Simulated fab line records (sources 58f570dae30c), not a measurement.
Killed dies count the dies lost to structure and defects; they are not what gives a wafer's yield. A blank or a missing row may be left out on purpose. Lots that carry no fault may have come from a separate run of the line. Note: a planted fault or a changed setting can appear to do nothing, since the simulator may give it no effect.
The tool behind it: which one? | flow berkeleyCmos170 | Sampling: 7 lots, 19 wafers, 2 of 331 route steps

WHAT EACH GAUGE READ, for each wafer
UCB170_CONTACT_OVL_MEAS_16.
lot  | measured     | on         | CONTACT_OVL (nm)
L874 | day 7 06:23  | overlay-01 | 0 1 0
L872 | day 7 08:17  | overlay-01 | 6 10 8
L878 | day 8 17:13  | overlay-02 | 4 -2 -3
L882 | day 9 05:32  | overlay-01 | -3
L885 | day 10 12:16 | overlay-01 | -1 3 11
L890 | day 11 07:59 | overlay-01 | 15 9 12
L893 | day 12 03:15 | overlay-01 | -4 -4 3

WHICH TOOL RAN EACH LOT (tool, then ch and the chambers of the sampled wafers, then the start)
lot  | UCB170_BACKSIDE_STRIP_03
L874 | plasmaAsher-03 ch 1, day 7 01:11
L872 | plasmaAsher-01 ch 0,1, day 7 01:38
L878 | plasmaAsher-04 ch 0,1, day 8 12:10
L882 | plasmaAsher-01 ch 0, day 8 23:10
L885 | plasmaAsher-01 ch 0, day 10 04:49
L890 | plasmaAsher-03 ch 0,1, day 11 02:40
L893 | plasmaAsher-04 ch 0,1, day 11 20:50
- UCB170_BACKSIDE_STRIP_03: strips in O2.

THE ANSWER, worked out from the rows above alone
Rule: usual is defined by the lots themselves. The widest of any qualifying gaps counts: lots, ordered by their means at a reading, are off when they make up no more than a third of the lots, leave a main group of 4 or more, and stand apart from it by 3 or more times the standard deviation of that group's means. A main group whose means are all the same, to the digits that the tables above print for the reading, isn't used. Also off: a lot with no number at a reading for which 4 or more lots have one. All remaining lots with rows at the step are treated as sound.
No lot is off at any reading shown: from this, nothing can be told.

WHAT THE SIMULATOR HAD PUT IN
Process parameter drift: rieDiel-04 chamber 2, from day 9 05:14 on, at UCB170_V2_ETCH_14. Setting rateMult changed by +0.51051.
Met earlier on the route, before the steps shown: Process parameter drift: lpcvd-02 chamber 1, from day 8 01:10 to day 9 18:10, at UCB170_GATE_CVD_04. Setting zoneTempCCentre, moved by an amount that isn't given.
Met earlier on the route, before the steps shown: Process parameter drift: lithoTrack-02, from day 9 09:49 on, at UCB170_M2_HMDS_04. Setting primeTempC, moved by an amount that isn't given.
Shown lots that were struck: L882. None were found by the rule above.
